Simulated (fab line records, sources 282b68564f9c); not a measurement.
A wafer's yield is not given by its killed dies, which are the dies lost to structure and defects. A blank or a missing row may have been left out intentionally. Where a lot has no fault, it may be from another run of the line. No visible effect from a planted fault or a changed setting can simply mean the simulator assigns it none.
Problem report in the 8D (eight disciplines) form, filled by code :: flow ritCmos :: the parts of the form that need people (team, actions taken, sign-off) are left out

1. WHAT WENT WRONG
Wafers without a fault read 89.17 s, standard deviation 0.16; runLengthS at RIT_GATE_SOFTBAKE_12 reads a mean of 82.43 s on 6 wafers belonging to 2 lots. That puts it -42 standard deviations away from the usual mean.
The step: time 60 s.
Seen first at day 5 03:41 on lithoTrack-03, wafer L647.1. The record holds 42 wafers of 14 lots with a number at this step. Rule for "out", or "out of limits": more than 4 standard deviations from the usual mean. All remaining wafers that have a number are taken as sound.

2. WHAT THIS IS AND IS NOT
question: which readings at this step
is: runLengthS, heaterPowerTotalW
is not: -

question: which lots
is: L647, L649
is not: L640, L642, L643, L644, L645, L648, L650, L657, L659, L661, L662, L663

question: which wafers of those lots
is: all that have a number
is not: -

question: read on which tools
is: lithoTrack-03
is not: lithoTrack-02, lithoTrack-04

question: when
is: from day 5 03:41
is not: up to then (15 sound wafers); but 21 sound wafers of L648, L650, L657, L659, L661, L662, L663 came after

3. WHAT RULES OUT EACH SUSPECT
Counting: any tool at a process step up to the reading is kept as a suspect provided that every lot that is out went through it and no sound lot did after the first of them.
- lithoTrack-03 at RIT_GATE_SOFTBAKE_12 (time 60 s): kept. It processed each lot that is out, first L647 at day 5 03:41, and no sound lot thereafter; up to then, the last sound lot it processed was L645 at day 4 08:38. Its own heaterPowerTotalW, runLengthS readings are out on those wafers.
Remaining after the count: lithoTrack-03 at RIT_GATE_SOFTBAKE_12.

4. THE CAUSE (what the simulator had put in)
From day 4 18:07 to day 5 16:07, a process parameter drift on lithoTrack-03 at RIT_GATE_SOFTBAKE_12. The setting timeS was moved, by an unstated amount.
The count eliminated every tool but this one.

5. SEQUENCE OF EFFECTS, ordered by route
Each row: a reading whose mean over the struck wafers that have a number lies more than 3 standard deviations from the usual. Only readings for which the record gives a usual standard deviation are gone through. hours: the time from each lot's start at the first step in this table that gives one to its start at this step, as a median over the lots. sigmas: the change in usual standard deviations.
hours: 0
step: RIT_GATE_SOFTBAKE_12
reading: heaterPowerTotalW
usual: 34.57 W
on struck wafers: 35.76
change: +1.19
sigmas: +23

hours: 0
step: RIT_GATE_SOFTBAKE_12
reading: runLengthS
usual: 89.17 s
on struck wafers: 82.43
change: -6.74
sigmas: -42
Its process steps:
- RIT_GATE_SOFTBAKE_12: time 60 s.

6. HOW IT WOULD HAVE BEEN CAUGHT EARLIER
10 hours passed between the start of the fault at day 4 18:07 and the first reading out of limits in this record, taken at day 5 03:41.
